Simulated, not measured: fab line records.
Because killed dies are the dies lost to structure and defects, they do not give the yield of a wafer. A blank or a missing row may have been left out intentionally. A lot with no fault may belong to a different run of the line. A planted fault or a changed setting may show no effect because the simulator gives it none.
Which of the tools did it? :: flow berkeley_cmos170 :: 14 lots, 42 wafers sampled, at 5 steps of a route of 331

WHAT EACH GAUGE READ, for each wafer
UCB170_PWELL_OVL_MEAS_13.
lot: L837
measured: day 2 23:21
on: overlay-01
PWELL_OVL (nm): -5 -14 -5

lot: L841
measured: day 4 00:44
on: overlay-01
PWELL_OVL (nm): 0 0 -6

lot: L844
measured: day 4 06:29
on: overlay-01
PWELL_OVL (nm): -2 2 -5

lot: L843
measured: day 4 06:44
on: overlay-02
PWELL_OVL (nm): 5 3 6

lot: L845
measured: day 4 22:40
on: overlay-02
PWELL_OVL (nm): 0 1 6

lot: L846
measured: day 5 08:59
on: overlay-01
PWELL_OVL (nm): 0 -2 7

lot: L852
measured: day 6 04:43
on: overlay-02
PWELL_OVL (nm): -10 -2 -5

lot: L851
measured: day 6 04:47
on: overlay-01
PWELL_OVL (nm): 5 -7 -2

lot: L855
measured: day 6 17:56
on: overlay-01
PWELL_OVL (nm): -5 -2 0

lot: L857
measured: day 7 01:58
on: overlay-02
PWELL_OVL (nm): 2 -1 1

lot: L856
measured: day 7 01:59
on: overlay-01
PWELL_OVL (nm): -9 8 -5

lot: L858
measured: day 7 09:11
on: overlay-01
PWELL_OVL (nm): 5 8 -3

lot: L859
measured: day 7 14:32
on: overlay-02
PWELL_OVL (nm): -5 -17 -6

lot: L860
measured: day 7 18:13
on: overlay-02
PWELL_OVL (nm): -4 -6 -5

UCB170_SDANNEAL_RS_MEAS_02: measurement is done with a four-point probe.
lot: L837
measured: day 6 17:04
on: film_metro-04
PSD_RS (ohm/sq): 75.7 75.5 75.8

lot: L841
measured: day 7 16:51
on: film_metro-04
PSD_RS (ohm/sq): 75.6 75.2 75.7

lot: L844
measured: day 8 00:16
on: film_metro-04
PSD_RS (ohm/sq): 75.4 75.8 75.6

lot: L843
measured: day 8 00:15
on: film_metro-03
PSD_RS (ohm/sq): 75.1 74.8 74.9

lot: L845
measured: day 8 15:01
on: film_metro-01
PSD_RS (ohm/sq): 75.3 75.5 75.3

lot: L846
measured: day 9 05:39
on: film_metro-03
PSD_RS (ohm/sq): 75.8 76.0 75.7

lot: L852
measured: day 9 17:01
on: film_metro-01
PSD_RS (ohm/sq): - - -

lot: L851
measured: day 9 16:37
on: film_metro-04
PSD_RS (ohm/sq): 74.9 75.0 75.3

lot: L855
measured: day 10 03:46
on: film_metro-03
PSD_RS (ohm/sq): - - -

lot: L857
measured: day 11 02:28
on: film_metro-01
PSD_RS (ohm/sq): 74.9 75.4 75.5

lot: L856
measured: day 11 02:20
on: film_metro-04
PSD_RS (ohm/sq): 75.6 75.7 75.7

lot: L858
measured: day 11 04:32
on: film_metro-03
PSD_RS (ohm/sq): 75.5 75.5 75.4

lot: L859
measured: day 11 12:09
on: film_metro-01
PSD_RS (ohm/sq): 75.8 75.8 75.5

lot: L860
measured: day 11 12:34
on: film_metro-04
PSD_RS (ohm/sq): 75.6 75.8 76.0

UCB170_SILICIDE_THK_MEAS_03: measures by xrf.
lot: L837
measured: day 6 17:46
on: film_metro-02
SILICIDE_TI_THK (nm): 30.8 30.7 30.6

lot: L841
measured: day 7 17:33
on: film_metro-01
SILICIDE_TI_THK (nm): 30.1 30.2 30.3

lot: L844
measured: day 8 00:58
on: film_metro-01
SILICIDE_TI_THK (nm): 30.2 30.4 30.5

lot: L843
measured: day 8 00:57
on: film_metro-02
SILICIDE_TI_THK (nm): 30.0 30.3 30.1

lot: L845
measured: day 8 15:42
on: film_metro-02
SILICIDE_TI_THK (nm): 31.0 30.5 30.6

lot: L846
measured: day 9 06:20
on: film_metro-02
SILICIDE_TI_THK (nm): 30.2 30.7 30.3

lot: L852
measured: day 9 17:43
on: film_metro-04
SILICIDE_TI_THK (nm): 30.8 30.7 30.3

lot: L851
measured: day 9 17:19
on: film_metro-02
SILICIDE_TI_THK (nm): 29.9 29.8 29.5

lot: L855
measured: day 10 04:27
on: film_metro-01
SILICIDE_TI_THK (nm): 30.8 30.3 29.7

lot: L857
measured: day 11 03:09
on: film_metro-04
SILICIDE_TI_THK (nm): 30.3 29.6 30.3

lot: L856
measured: day 11 03:02
on: film_metro-02
SILICIDE_TI_THK (nm): 30.5 30.1 30.0

lot: L858
measured: day 11 05:14
on: film_metro-02
SILICIDE_TI_THK (nm): 30.6 30.4 30.4

lot: L859
measured: day 11 12:50
on: film_metro-01
SILICIDE_TI_THK (nm): 30.0 30.1 30.1

lot: L860
measured: day 11 13:15
on: film_metro-01
SILICIDE_TI_THK (nm): 30.4 30.4 30.5

TOOL THAT RAN EACH LOT (tool first, then ch and the chambers of the sampled wafers, then the start)
lot: L837
UCB170_PSD_IMPLANT_08: implanter-04 ch 0, day 6 12:37
UCB170_BACKSIDE_STRIP_03: plasma_asher-03 ch 0,1, day 6 16:38

lot: L841
UCB170_PSD_IMPLANT_08: implanter-02 ch 0, day 7 13:44
UCB170_BACKSIDE_STRIP_03: plasma_asher-02 ch 0,1, day 7 16:27

lot: L844
UCB170_PSD_IMPLANT_08: implanter-02 ch 0, day 7 20:49
UCB170_BACKSIDE_STRIP_03: plasma_asher-01 ch 0,1, day 7 23:51

lot: L843
UCB170_PSD_IMPLANT_08: implanter-03 ch 0, day 7 20:40
UCB170_BACKSIDE_STRIP_03: plasma_asher-03 ch 0,1, day 7 23:51

lot: L845
UCB170_PSD_IMPLANT_08: implanter-02 ch 0, day 8 11:13
UCB170_BACKSIDE_STRIP_03: plasma_asher-03 ch 0,1, day 8 14:36

lot: L846
UCB170_PSD_IMPLANT_08: implanter-03 ch 0, day 8 22:13
UCB170_BACKSIDE_STRIP_03: plasma_asher-02 ch 0,1, day 9 05:06

lot: L852
UCB170_PSD_IMPLANT_08: implanter-04 ch 0, day 9 13:41
UCB170_BACKSIDE_STRIP_03: plasma_asher-01 ch 0,1, day 9 16:35

lot: L851
UCB170_PSD_IMPLANT_08: implanter-03 ch 0, day 9 13:40
UCB170_BACKSIDE_STRIP_03: plasma_asher-03 ch 0,1, day 9 16:13

lot: L855
UCB170_PSD_IMPLANT_08: implanter-04 ch 0, day 10 00:16
UCB170_BACKSIDE_STRIP_03: plasma_asher-02 ch 0,1, day 10 03:19

lot: L857
UCB170_PSD_IMPLANT_08: implanter-02 ch 0, day 10 21:29
UCB170_BACKSIDE_STRIP_03: plasma_asher-01 ch 1, day 11 02:03

lot: L856
UCB170_PSD_IMPLANT_08: implanter-03 ch 0, day 10 21:13
UCB170_BACKSIDE_STRIP_03: plasma_asher-03 ch 0,1, day 11 01:56

lot: L858
UCB170_PSD_IMPLANT_08: implanter-02 ch 0, day 11 01:28
UCB170_BACKSIDE_STRIP_03: plasma_asher-03 ch 0,1, day 11 04:08

lot: L859
UCB170_PSD_IMPLANT_08: implanter-02 ch 0, day 11 09:08
UCB170_BACKSIDE_STRIP_03: plasma_asher-02 ch 0, day 11 11:37

lot: L860
UCB170_PSD_IMPLANT_08: implanter-03 ch 0, day 11 09:24
UCB170_BACKSIDE_STRIP_03: plasma_asher-03 ch 0,1, day 11 12:08
- UCB170_PSD_IMPLANT_08
- UCB170_BACKSIDE_STRIP_03: strips in O2.

WHAT THE TOOLS THEMSELVES READ (means of the sampled wafers that have a number; where no wafer has one, the mark that the record gives instead)
UCB170_PSD_IMPLANT_08.
lot: L837
tool: implanter-04
beam_energy_keV: 20.005
tilt_deg (degrees): 6.996

lot: L841
tool: implanter-02
beam_energy_keV: 20.001
tilt_deg (degrees): 6.989

lot: L844
tool: implanter-02
beam_energy_keV: 20.003
tilt_deg (degrees): 6.990

lot: L843
tool: implanter-03
beam_energy_keV: 20.012
tilt_deg (degrees): 7.004

lot: L845
tool: implanter-02
beam_energy_keV: 19.994
tilt_deg (degrees): 7.013

lot: L846
tool: implanter-03
beam_energy_keV: 19.998
tilt_deg (degrees): 7.006

lot: L852
tool: implanter-04
beam_energy_keV: 19.994
tilt_deg (degrees): 10.700

lot: L851
tool: implanter-03
beam_energy_keV: 19.998
tilt_deg (degrees): 7.016

lot: L855
tool: implanter-04
beam_energy_keV: 19.994
tilt_deg (degrees): 10.684

lot: L857
tool: implanter-02
beam_energy_keV: 19.995
tilt_deg (degrees): 6.985

lot: L856
tool: implanter-03
beam_energy_keV: 20.002
tilt_deg (degrees): 7.012

lot: L858
tool: implanter-02
beam_energy_keV: 20.000
tilt_deg (degrees): 6.989

lot: L859
tool: implanter-02
beam_energy_keV: 19.997
tilt_deg (degrees): 7.006

lot: L860
tool: implanter-03
beam_energy_keV: 20.000
tilt_deg (degrees): 6.993

UCB170_BACKSIDE_STRIP_03.
lot: L837
tool: plasma_asher-03
chamber_pressure_mTorr (mTorr): 3498
drypump_motor_current_A (A): 5.3
oes_product_au (a.u.): 0.735
strip_time_to_endpoint_s (s): 22.00

lot: L841
tool: plasma_asher-02
chamber_pressure_mTorr (mTorr): 3500
drypump_motor_current_A (A): 5.8
oes_product_au (a.u.): 0.738
strip_time_to_endpoint_s (s): 21.95

lot: L844
tool: plasma_asher-01
chamber_pressure_mTorr (mTorr): 3504
drypump_motor_current_A (A): 5.4
oes_product_au (a.u.): 0.733
strip_time_to_endpoint_s (s): 21.91

lot: L843
tool: plasma_asher-03
chamber_pressure_mTorr (mTorr): 3496
drypump_motor_current_A (A): 5.4
oes_product_au (a.u.): 0.738
strip_time_to_endpoint_s (s): 22.02

lot: L845
tool: plasma_asher-03
chamber_pressure_mTorr (mTorr): 3499
drypump_motor_current_A (A): 5.3
oes_product_au (a.u.): 0.735
strip_time_to_endpoint_s (s): 22.03

lot: L846
tool: plasma_asher-02
chamber_pressure_mTorr (mTorr): 3504
drypump_motor_current_A (A): 5.8
oes_product_au (a.u.): 0.740
strip_time_to_endpoint_s (s): 21.92

lot: L852
tool: plasma_asher-01
chamber_pressure_mTorr (mTorr): 3500
drypump_motor_current_A (A): 5.4
oes_product_au (a.u.): 0.732
strip_time_to_endpoint_s (s): 21.92

lot: L851
tool: plasma_asher-03
chamber_pressure_mTorr (mTorr): 3499
drypump_motor_current_A (A): 5.3
oes_product_au (a.u.): 0.732
strip_time_to_endpoint_s (s): 21.98

lot: L855
tool: plasma_asher-02
chamber_pressure_mTorr (mTorr): 3499
drypump_motor_current_A (A): 6.0
oes_product_au (a.u.): 0.738
strip_time_to_endpoint_s (s): 21.96

lot: L857
tool: plasma_asher-01
chamber_pressure_mTorr (mTorr): 3501
drypump_motor_current_A (A): 5.3
oes_product_au (a.u.): 0.739
strip_time_to_endpoint_s (s): 22.07

lot: L856
tool: plasma_asher-03
chamber_pressure_mTorr (mTorr): 3502
drypump_motor_current_A (A): 5.3
oes_product_au (a.u.): 0.735
strip_time_to_endpoint_s (s): 21.92

lot: L858
tool: plasma_asher-03
chamber_pressure_mTorr (mTorr): 3500
drypump_motor_current_A (A): 5.3
oes_product_au (a.u.): 0.732
strip_time_to_endpoint_s (s): 21.88

lot: L859
tool: plasma_asher-02
chamber_pressure_mTorr (mTorr): 3501
drypump_motor_current_A (A): 6.2
oes_product_au (a.u.): 0.731
strip_time_to_endpoint_s (s): 21.90

lot: L860
tool: plasma_asher-03
chamber_pressure_mTorr (mTorr): 3501
drypump_motor_current_A (A): 5.4
oes_product_au (a.u.): 0.731
strip_time_to_endpoint_s (s): 21.96

THE ANSWER, worked out from the rows above alone
Rule: the lots themselves supply what counts as usual. The widest of any qualifying gaps counts: lots, ordered by their means at a reading, are off when they make up no more than a third of the lots, leave a main group of 4 or more, and stand apart from it by 3 or more times the standard deviation of that group's means. A main group whose means are all the same, to the digits that the tables above print for the reading, isn't used. Also off: a lot with no number at a reading for which 4 or more lots have one. Where the step has rows for the other lots, those lots are counted as sound. After the gauges, taken in route order, come the tools' own readings; for these a lot's mean is taken, as printed above. The first step at which some lot is off is used, and at that step the reading that is off furthest; a lot without a number counts as furthest.
Off: L852, L855, at UCB170_SDANNEAL_RS_MEAS_02 (PSD_RS). Without a number there: L852, L855. For the main group the mean is 75.5 ohm/sq and the standard deviation 0.27.
A tool fits if, at a process step before that reading, it ran every lot that is off, and no sound lot after the first of them. The gauges at UCB170_SDANNEAL_RS_MEAS_02 aren't tried: what is off there is off at UCB170_PSD_IMPLANT_08 too, on other tools, and a gauge's error can't cause that. One fits: UCB170_PSD_IMPLANT_08 on implanter-04. A fault onset in the window from L837 (day 6 12:37, its last sound lot) to L852 (day 9 13:41, its first lot off) fits.
The tool's own readings at UCB170_PSD_IMPLANT_08 bear it out: on the lots that are off they differ by more than 5 times the standard deviation of the sound lots' means. tilt_deg reads 10.692 degrees there against 7.000 degrees on the sound lots.

WHAT THE SIMULATOR HAD PUT IN
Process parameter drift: implanter-04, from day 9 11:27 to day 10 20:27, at UCB170_PSD_IMPLANT_08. From 7, the setting tilt_deg moved by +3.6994. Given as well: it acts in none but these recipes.
Shown lots that were struck: L852, L855. This agrees with what the rule above found.
